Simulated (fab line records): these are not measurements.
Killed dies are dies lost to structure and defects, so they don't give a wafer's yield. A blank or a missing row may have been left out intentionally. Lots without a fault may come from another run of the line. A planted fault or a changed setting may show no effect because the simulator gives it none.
fab line records + flow berkeleyCmos170
[record]
- lots = 14
- wafers = 42
- lastDay = 11
route steps=331 shown START@1 ACTIVE@73 M1@243
lots untouched by any fault: they come from a run of this same line in which no faults occurred
startH: hours from the record's first day to the start of the lot's first wafer shown + waitH: hours elapsed since this lot's preceding step + " repeats the value in the row above + L1.1+2: several wafers, shown together as one row + - no value present, or no start provided + * or withheld: withheld + < > ~ a bound
route shown NAME@n: a module of which the file shows steps, and the number in the route of the first + usual: mean and standard deviation over wafers with no fault + same: alike in all rows + chamber/n: place in a boat + sites: per-site readings + _std_site: standard deviation of those values + _edge_site: mean of outer sites minus mean of inner sites + radiusMm: how far each site lies from the wafer's centre + mask NAME#n: copy n + behind: the last tool/chamber to shape the wafer + hold: what put the lot on hold/how long, in hours/how the hold closed + device: which transistor (n, p or np) failed to switch + end of line: the tests these same wafers got at the end of their route + a step with no rows: only its recipe + killed: count of dies lost to structure and defects at first sort (not the wafer's yield) + map: shows each die of a wafer: x if killed, . if not, _ if none is there
set.NAME: the setting the step ran with; set.NAME@STEP: the setting that earlier step ran with + model.NAME: the simulator's own value behind a step, which no gauge read
a sample of lots followed through the steps of the route, with each step as a table and each wafer as a row
[[steps]]
[step UCB170_START_BOW_MEAS_00]
[recipe]
- mode = bow
[usual]
- INCOMING_BOW = -1/6.5
| lot.wafer | tool         | chamber | startH | waitH | INCOMING_BOW[um] |
|-----------|--------------|---------|--------|-------|------------------|
| L974.1    | filmMetro-01 | -       | 10.00  | -     | 3                |
| L974.3    | "            | -       | "      | "     | -2               |
| L974.6    | "            | -       | "      | "     | 3                |
| L976.2    | filmMetro-01 | -       | 20.02  | -     | 5                |
| L976.4    | "            | -       | "      | "     | -1               |
| L976.5    | "            | -       | "      | "     | -3               |
| L978.4    | filmMetro-01 | -       | 30.06  | -     | -7               |
| L978.5    | "            | -       | "      | "     | -3               |
| L978.6    | "            | -       | "      | "     | -11              |
| L979.3    | filmMetro-01 | -       | 35.04  | -     | 0                |
| L979.4    | "            | -       | "      | "     | -11              |
| L979.5    | "            | -       | "      | "     | 4                |
| L980.1    | filmMetro-02 | -       | 40.00  | -     | -2               |
| L980.4    | "            | -       | "      | "     | 10               |
| L980.6    | "            | -       | "      | "     | -12              |
| L981.1    | filmMetro-02 | -       | 45.00  | -     | -10              |
| L981.5    | "            | -       | "      | "     | -5               |
| L981.6    | "            | -       | "      | "     | 3                |
| L982.2    | filmMetro-02 | -       | 50.02  | -     | 7                |
| L982.4    | "            | -       | "      | "     | -1               |
| L982.5    | "            | -       | "      | "     | -4               |
| L983.1    | filmMetro-02 | -       | 55.00  | -     | 4                |
| L983.3    | "            | -       | "      | "     | -3               |
| L983.6    | "            | -       | "      | "     | -12              |
| L984.1    | filmMetro-02 | -       | 60.00  | -     | 9                |
| L984.3    | "            | -       | "      | "     | 1                |
| L984.5    | "            | -       | "      | "     | 10               |
| L988.1    | filmMetro-02 | -       | 80.00  | -     | 6                |
| L988.3    | "            | -       | "      | "     | 10               |
| L988.5    | "            | -       | "      | "     | -1               |
| L989.1    | filmMetro-02 | -       | 85.00  | -     | -4               |
| L989.4    | "            | -       | "      | "     | -3               |
| L989.5    | "            | -       | "      | "     | -12              |
| L990.1    | filmMetro-01 | -       | 90.00  | -     | -3               |
| L990.3    | "            | -       | "      | "     | -3               |
| L990.4    | "            | -       | "      | "     | 3                |
| L992.3    | filmMetro-03 | -       | 100.04 | -     | 3                |
| L992.5    | "            | -       | "      | "     | 1                |
| L992.6    | "            | -       | "      | "     | -4               |
| L993.1    | filmMetro-02 | -       | 105.00 | -     | 3                |
| L993.4    | "            | -       | "      | "     | -8               |
| L993.5    | "            | -       | "      | "     | 2                |
[step UCB170_ACTIVE_CD_MEAS_13]
[recipe]
- targetCdNm = 1200
[usual]
- cdNm = 1199.9/1.8
| lot.wafer | tool     | chamber | startH | waitH | cdNm   |
|-----------|----------|---------|--------|-------|--------|
| L974.1    | cdSem-01 | -       | 81.77  | -     | 1199.1 |
| L974.3    | "        | -       | "      | "     | 1198.8 |
| L974.6    | "        | -       | "      | "     | 1197.9 |
| L976.2    | cdSem-01 | -       | 97.98  | -     | 1200.8 |
| L976.4    | "        | -       | "      | "     | 1200.1 |
| L976.5    | "        | -       | "      | "     | 1200.7 |
| L978.4    | cdSem-01 | -       | 111.70 | -     | 1202.5 |
| L978.5    | "        | -       | "      | "     | 1200.1 |
| L978.6    | "        | -       | "      | "     | 1201.3 |
| L979.3    | cdSem-02 | -       | 111.95 | -     | 1197.7 |
| L979.4    | "        | -       | "      | "     | 1198.1 |
| L979.5    | "        | -       | "      | "     | 1196.6 |
| L980.1    | cdSem-01 | -       | 114.82 | -     | 1199.3 |
| L980.4    | "        | -       | "      | "     | 1200.6 |
| L980.6    | "        | -       | "      | "     | 1201.0 |
| L981.1    | cdSem-02 | -       | 115.06 | -     | 1203.2 |
| L981.5    | "        | -       | "      | "     | 1201.5 |
| L981.6    | "        | -       | "      | "     | 1203.1 |
| L982.2    | cdSem-02 | -       | 120.03 | -     | 1199.6 |
| L982.4    | "        | -       | "      | "     | 1199.7 |
| L982.5    | "        | -       | "      | "     | 1200.0 |
| L983.1    | cdSem-02 | -       | 120.28 | -     | 1198.7 |
| L983.3    | "        | -       | "      | "     | 1198.7 |
| L983.6    | "        | -       | "      | "     | 1197.9 |
| L984.1    | cdSem-01 | -       | 126.26 | -     | 1200.1 |
| L984.3    | "        | -       | "      | "     | 1199.4 |
| L984.5    | "        | -       | "      | "     | 1200.3 |
| L990.1    | cdSem-01 | -       | 151.06 | -     | 1198.4 |
| L990.3    | "        | -       | "      | "     | 1198.5 |
| L990.4    | "        | -       | "      | "     | 1198.4 |
| L988.1    | cdSem-02 | -       | 157.68 | -     | 1199.8 |
| L988.3    | "        | -       | "      | "     | 1199.5 |
| L988.5    | "        | -       | "      | "     | 1200.9 |
| L989.1    | cdSem-02 | -       | 162.00 | -     | 1198.3 |
| L989.4    | "        | -       | "      | "     | 1198.0 |
| L989.5    | "        | -       | "      | "     | 1198.6 |
| L993.1    | cdSem-01 | -       | 167.72 | -     | 1194.1 |
| L993.4    | "        | -       | "      | "     | 1195.0 |
| L993.5    | "        | -       | "      | "     | 1195.6 |
| L992.3    | cdSem-01 | -       | 167.88 | -     | 1202.2 |
| L992.5    | "        | -       | "      | "     | 1202.4 |
| L992.6    | "        | -       | "      | "     | 1203.4 |
[step UCB170_M1_SOFTBAKE_05]
[recipe]
- resist = KrF
- tempC = 130
- timeS = 60
[usual]
- heaterPowerTotalW = 56.80/0.043
- plateTempC = 130.02/0.16
- resistLineTempC = 23.03/0.1
| lot.wafer | tool          | chamber | startH | waitH | heaterPowerTotalW | plateTempC | resistLineTempC |
|-----------|---------------|---------|--------|-------|-------------------|------------|-----------------|
| L974.1    | lithoTrack-03 | 0       | 143    | -     | 56.81             | 129.90     | 22.81           |
| L974.3    | "             | 0       | "      | "     | 56.77             | 129.85     | 22.94           |
| L974.6    | "             | 0       | "      | "     | 56.82             | 129.87     | 23.12           |
| L976.2    | lithoTrack-04 | 0       | 168    | -     | 56.78             | 130.02     | 22.92           |
| L976.4    | "             | 0       | "      | "     | 56.87             | 130.16     | 23.05           |
| L976.5    | "             | 0       | "      | "     | 56.82             | 130.16     | 22.97           |
| L981.1    | lithoTrack-02 | 0       | 181    | -     | 56.79             | 130.11     | 22.98           |
| L981.5    | "             | 0       | "      | "     | 56.81             | 130.08     | 23.03           |
| L981.6    | "             | 0       | "      | "     | 56.78             | 129.90     | 22.91           |
| L980.1    | lithoTrack-02 | 0       | 182    | -     | 56.74             | 130.14     | 22.95           |
| L980.4    | "             | 0       | "      | "     | 56.80             | 130.12     | 22.98           |
| L980.6    | "             | 0       | "      | "     | 56.82             | 130.01     | 22.80           |
| L978.4    | lithoTrack-04 | 0       | 182    | -     | 56.77             | 129.96     | 22.89           |
| L978.5    | "             | 0       | "      | "     | 56.83             | 129.82     | 22.96           |
| L978.6    | "             | 0       | "      | "     | 56.80             | 129.82     | 22.88           |
| L979.3    | lithoTrack-02 | 0       | 182    | -     | 56.83             | 130.20     | 23.00           |
| L979.4    | "             | 0       | "      | "     | 56.83             | 130.13     | 23.07           |
| L979.5    | "             | 0       | 183    | -     | 56.76             | 130.18     | 22.96           |
| L983.1    | lithoTrack-04 | 0       | 186    | -     | 56.86             | 130.14     | 23.05           |
| L983.3    | "             | 0       | "      | "     | 56.82             | 130.24     | 22.94           |
| L983.6    | "             | 0       | "      | "     | 56.82             | 130.31     | 23.10           |
| L982.2    | lithoTrack-04 | 0       | 186    | -     | 56.76             | 130.02     | 23.06           |
| L982.4    | "             | 0       | "      | "     | 56.75             | 130.18     | 23.19           |
| L982.5    | "             | 0       | "      | "     | 56.82             | 130.05     | 23.15           |
| L984.1    | lithoTrack-03 | 0       | 195    | -     | 56.80             | 130.13     | 23.08           |
| L984.3    | "             | 0       | "      | "     | 56.78             | 130.23     | 23.18           |
| L984.5    | "             | 0       | "      | "     | 56.76             | 130.00     | 23.06           |
| L989.1    | lithoTrack-04 | 0       | 225    | -     | 56.81             | 130.04     | 22.97           |
| L989.4    | "             | 0       | "      | "     | 56.80             | 130.02     | 22.98           |
| L989.5    | "             | 0       | "      | "     | 56.83             | 129.94     | 22.85           |
| L990.1    | lithoTrack-04 | 0       | 226    | -     | 56.81             | 129.84     | 22.92           |
| L990.3    | "             | 0       | "      | "     | 56.79             | 129.86     | 23.05           |
| L990.4    | "             | 0       | "      | "     | 56.86             | 129.98     | 23.03           |
| L988.1    | lithoTrack-02 | 0       | 236    | -     | 57.23             | 130.90     | 23.11           |
| L988.3    | "             | 0       | "      | "     | 57.35             | 130.85     | 22.92           |
| L988.5    | "             | 0       | "      | "     | 57.21             | 130.80     | 23.09           |
| L992.3    | lithoTrack-04 | 0       | 242    | -     | 56.73             | 129.91     | 23.18           |
| L992.5    | "             | 0       | "      | "     | 56.81             | 129.85     | 23.18           |
| L992.6    | "             | 0       | "      | "     | 56.68             | 129.80     | 23.32           |
| L993.1    | lithoTrack-02 | 0       | 248    | -     | 57.34             | 130.81     | 23.14           |
| L993.4    | "             | 0       | "      | "     | 57.26             | 130.54     | 23.03           |
| L993.5    | "             | 0       | "      | "     | 57.27             | 130.68     | 23.10           |
[step UCB170_M1_CD_MEAS_09]
[recipe]
- targetCdNm = 700
[usual]
- cdNm = 699.9/1.3
| lot.wafer | tool     | chamber | startH | waitH | cdNm  |
|-----------|----------|---------|--------|-------|-------|
| L974.1    | cdSem-02 | -       | 144.12 | -     | 697.9 |
| L974.3    | "        | -       | "      | "     | 698.5 |
| L974.6    | "        | -       | "      | "     | 698.7 |
| L976.2    | cdSem-02 | -       | 169.07 | -     | 699.2 |
| L976.4    | "        | -       | "      | "     | 698.8 |
| L976.5    | "        | -       | "      | "     | 698.4 |
| L981.1    | cdSem-01 | -       | 181.94 | -     | 699.4 |
| L981.5    | "        | -       | "      | "     | 699.6 |
| L981.6    | "        | -       | "      | "     | 700.1 |
| L980.1    | cdSem-01 | -       | 183.35 | -     | 700.6 |
| L980.4    | "        | -       | "      | "     | 698.7 |
| L980.6    | "        | -       | "      | "     | 697.8 |
| L978.4    | cdSem-02 | -       | 183.85 | -     | 702.6 |
| L978.5    | "        | -       | "      | "     | 701.7 |
| L978.6    | "        | -       | "      | "     | 702.9 |
| L979.3    | cdSem-01 | -       | 184.06 | -     | 699.2 |
| L979.4    | "        | -       | "      | "     | 700.2 |
| L979.5    | "        | -       | "      | "     | 701.4 |
| L983.1    | cdSem-02 | -       | 186.93 | -     | 701.3 |
| L983.3    | "        | -       | "      | "     | 699.6 |
| L983.6    | "        | -       | "      | "     | 700.2 |
| L982.2    | cdSem-01 | -       | 187.12 | -     | 700.7 |
| L982.4    | "        | -       | "      | "     | 701.7 |
| L982.5    | "        | -       | "      | "     | 701.2 |
| L984.1    | cdSem-02 | -       | 196.89 | -     | 700.9 |
| L984.3    | "        | -       | "      | "     | 700.5 |
| L984.5    | "        | -       | "      | "     | 699.2 |
| L989.1    | cdSem-01 | -       | 226.99 | -     | 700.4 |
| L989.4    | "        | -       | "      | "     | 698.9 |
| L989.5    | "        | -       | "      | "     | 699.3 |
| L990.1    | cdSem-01 | -       | 227.66 | -     | 699.9 |
| L990.3    | "        | -       | "      | "     | 699.5 |
| L990.4    | "        | -       | "      | "     | 699.1 |
| L988.1    | cdSem-02 | -       | 236.64 | -     | 696.8 |
| L988.3    | "        | -       | "      | "     | 697.5 |
| L988.5    | "        | -       | "      | "     | 697.3 |
| L992.3    | cdSem-02 | -       | 242.94 | -     | 701.3 |
| L992.5    | "        | -       | "      | "     | 700.3 |
| L992.6    | "        | -       | "      | "     | 700.5 |
| L993.1    | cdSem-02 | -       | 249.18 | -     | 700.9 |
| L993.4    | "        | -       | "      | "     | 700.8 |
| L993.5    | "        | -       | "      | "     | 700.2 |
[[key]]
[firstSign]
- step = UCB170_M1_SOFTBAKE_05
- reading = heaterPowerTotalW
- direction = up
- sigmas = 11
- usual = 56.80
- struck = 57.28
[effect]
- step = UCB170_M1_SOFTBAKE_05
- reading = plateTempC
- direction = up
- sigmas = 4.8
- usual = *
- struck = *
metAt UCB170_M1_SOFTBAKE_05
struckLots L988,L993
[loopTrim]
- step = UCB170_M1_EXPOSE_06
- setting = dose
- lots = L993
notActingAt UCB170_START_BOW_MEAS_00,UCB170_ACTIVE_CD_MEAS_13,UCB170_M1_CD_MEAS_09
onsetBetween 182 236
[fault]
- kind = processParameterDrift
- tool = lithoTrack-02
- chamber = -
- onsetH = 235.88
- steps = UCB170_M1_SOFTBAKE_05
- channel = tempC
- offset = *
- shape = step
- endH = 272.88
- actsIn = *
- stated = *
// loopTrim: a control loop set the setting to another value than it would have without faults
